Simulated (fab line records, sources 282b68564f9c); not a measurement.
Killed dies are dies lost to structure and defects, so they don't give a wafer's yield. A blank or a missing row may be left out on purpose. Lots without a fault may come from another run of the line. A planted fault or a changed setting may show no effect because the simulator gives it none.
A struck lot beside a sound one | flow rit_cmos | 16 steps out of a route of 202
Sound: wafers L273.3, L273.4, L273.5. Struck: wafer L279.6. (L279.3, L279.4 of the same lot were not struck and are left out.) The cause comes at the end.
At each step with rows: each side's tool, then ch and its chambers, then its first start. Under that, the readings that differ: sound wafers | struck wafers | difference of the means | sigmas: that difference in standard deviations of wafers without a fault.
alike: readings whose means differ by less than 2 such deviations, and words and numbers that are the same on both sides. not compared: withheld readings, readings that some wafer has no value for, bounds like >300 that may hide the same value, and numbers for which the record gives no deviation and whose values overlap.
The two part at a step that has a row with sigmas, a row that says differs or no value, or rows on one side only. Numbers that don't overlap but have no deviation are shown without sigmas and don't part them. A reading that every wafer of one side lacks parts them only if that side has two wafers or more.

RIT_SDANNEAL_RTA_03: time 4.891 s.
  sound on rtp_anneal-02 ch 0, day 3 14:17; struck on rtp_anneal-02 ch 0, day 4 20:32
  alike: wafer_temp_C_max
RIT_SDANNEAL_RS_MEAS_04: measures by four-point-probe.
  sound on film_metro-03, day 3 14:22; struck on film_metro-01, day 4 20:37
  reading         | sound             | struck | difference | sigmas
  PSD_RS (ohm/sq) | 116.6 116.5 116.7 | 117.4  | +0.8       | +2
RIT_SDANNEAL_RS_MEAS_05: measures by four-point-probe.
  sound on film_metro-03, day 3 14:29; struck on film_metro-01, day 4 20:44
  alike: NSD_RS
RIT_SDANNEAL_RS_MEAS_06: measures by four-point-probe.
  sound on film_metro-03, day 3 14:37; struck on film_metro-01, day 4 20:51
  alike: PLDD_RS
RIT_SDANNEAL_RS_MEAS_07: measures by four-point-probe.
  sound on film_metro-03, day 3 14:44; struck on film_metro-01, day 4 20:58
  alike: NLDD_RS
then, 1 step without rows for these wafers: RIT_SILICIDE_WET_ETCH_00 (etches SiO2 in BOE, target depth 14 nm, time 15 s).
RIT_SILICIDE_SPUTTER_01: material Ti, target thk 30 nm, time 240 s.
  sound on pvd_sputter-04, day 3 14:50; struck on pvd_sputter-03, day 4 21:04
  alike: throttle_valve_pct
RIT_SILICIDE_RS_MEAS_02: measures by four-point-probe.
  sound on film_metro-02, day 3 15:01; struck on film_metro-02, day 4 21:16
  alike: SILICIDE_TI_RS
RIT_SILICIDE_THK_MEAS_03: measures by xrf.
  sound on film_metro-02, day 3 15:07; struck on film_metro-02, day 4 21:22
  alike: SILICIDE_TI_THK
RIT_SILICIDE_RTA_04: time 10 s, ramp up 5 s, ramp down 5 s.
  sound on rtp_anneal-01 ch 0, day 3 15:11; struck on rtp_anneal-01 ch 0, day 4 21:25
  alike: wafer_temp_C_max
then, 1 step without rows for these wafers: RIT_SILICIDE_WET_ETCH_05 (etches Ti in SPM, time 120 s).
RIT_SILICIDE_RTA_06: time 10 s, ramp up 5 s, ramp down 10 s.
  sound on rtp_anneal-02 ch 0, day 3 15:17; struck on rtp_anneal-02 ch 0, day 4 21:32
  alike: wafer_temp_C_max
RIT_CONTACT_CVD_00: deposits SiO2 from TEOS, target thk 400 nm, time 61 s.
  sound on pecvd-01 ch 0,2, day 3 15:20; struck on pecvd-01 ch 1, day 4 21:34
  reading            | sound       | struck | difference | sigmas
  heater_power_w (W) | 243 234 259 | 411    | +166       | +3
  alike: susceptor_temp_C
RIT_CONTACT_THK_MEAS_01:
  sound on film_metro-04, day 3 15:24; struck on film_metro-01, day 4 21:38
  reading               | sound       | struck | difference | sigmas
  CONTACT_TEOS_THK (nm) | 396 402 400 | 341    | -58        | -11
then, 2 steps without rows for these wafers: RIT_CONTACT_HMDS_02 (prime time 60 s); RIT_M1_PROBE_99.

WHERE THEY PART
First at RIT_SDANNEAL_RS_MEAS_04; last, within this record, at RIT_CONTACT_THK_MEAS_01.

WHY: what the simulator had put in
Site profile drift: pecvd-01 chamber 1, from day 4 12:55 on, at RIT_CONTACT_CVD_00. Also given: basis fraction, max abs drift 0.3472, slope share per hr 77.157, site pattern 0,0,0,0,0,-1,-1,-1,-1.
